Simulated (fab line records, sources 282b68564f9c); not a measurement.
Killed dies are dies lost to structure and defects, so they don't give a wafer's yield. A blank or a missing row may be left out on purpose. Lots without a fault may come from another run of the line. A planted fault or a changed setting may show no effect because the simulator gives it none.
Problem report in the 8D (eight disciplines) form, filled by code | flow rit_cmos | the parts of the form that need people (team, actions taken, sign-off) are left out

1. THE PROBLEM
CONTACT_OVL at RIT_CONTACT_OVL_MEAS_09 reads a mean of 239.9 nm on 9 wafers of 3 lots; wafers without a fault read 0.6 nm with a standard deviation of 1.3. That is +99 or more standard deviations from the usual mean.
First seen on wafer L443.2, day 6 00:13, on overlay-01. The record holds 45 wafers of 15 lots with a number at this step. Rule for "out", or "out of limits": more than 4 standard deviations from the usual mean. The other wafers with a number count as sound.

2. WHAT IT IS AND WHAT IT IS NOT
question                    | is                     | is not
which readings at this step | CONTACT_OVL            | -
which lots                  | L443, L444, L447       | L430, L432, L433, L434, L435, L436, L437, L438, L439, L445, L450, L452
which wafers of those lots  | all that have a number | -
read on which gauges        | overlay-01, overlay-02 | -
when                        | from day 6 00:13       | up to then (27 sound wafers); but 9 sound wafers of L445, L450, L452 came after

3. SUSPECTS, AND WHAT RULES EACH OUT
Counting: a tool at a process step up to the reading stays a suspect if it ran every lot that is out and no sound lot after the first of them.
- the gauge at RIT_CONTACT_OVL_MEAS_09: ruled out. The wafers that are out were read on 2 gauges (overlay-01, overlay-02).
- iline_stepper-02 at RIT_CONTACT_EXPOSE_05 (exposes mask M11, target cd 1000 nm): kept. It ran every lot that is out, first L443 (day 5 23:35), and no sound lot after that; its last sound lot up to then is L439 (day 5 05:11).
Left after counting: iline_stepper-02 at RIT_CONTACT_EXPOSE_05.

4. THE CAUSE (what the simulator had put in)
Scanner matching overlay: iline_stepper-02, from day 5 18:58 on, at RIT_CONTACT_EXPOSE_05. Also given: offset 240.
Counting left only this tool.

5. THE CHAIN OF EFFECTS, in route order
Each row: a reading whose mean over the struck wafers that have a number lies more than 3 standard deviations from the usual. Only readings for which the record gives a usual standard deviation are gone through. hours: the time from each lot's start at the first step in this table that gives one to its start at this step, as a median over the lots. sigmas: the change in usual standard deviations.
hours | step                    | reading     | usual  | on struck wafers | change | sigmas
0     | RIT_CONTACT_OVL_MEAS_09 | CONTACT_OVL | 0.6 nm | 239.9            | +239.3 | +99 or more

6. WHAT WOULD HAVE CAUGHT IT SOONER
In this record the first reading out of limits at a measuring or inspecting step was taken at day 6 00:13, 5 hours after the fault began at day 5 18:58.
Of the tool readings at RIT_CONTACT_EXPOSE_05 for which the record gives a usual standard deviation, none was out on any struck wafer, so an alarm limit of 4 standard deviations on them would not have fired.
Of the lots that are out (3), L444, L447 began RIT_CONTACT_EXPOSE_05 on iline_stepper-02 after day 6 00:13. A hold on the tool at that time would have spared those 2.
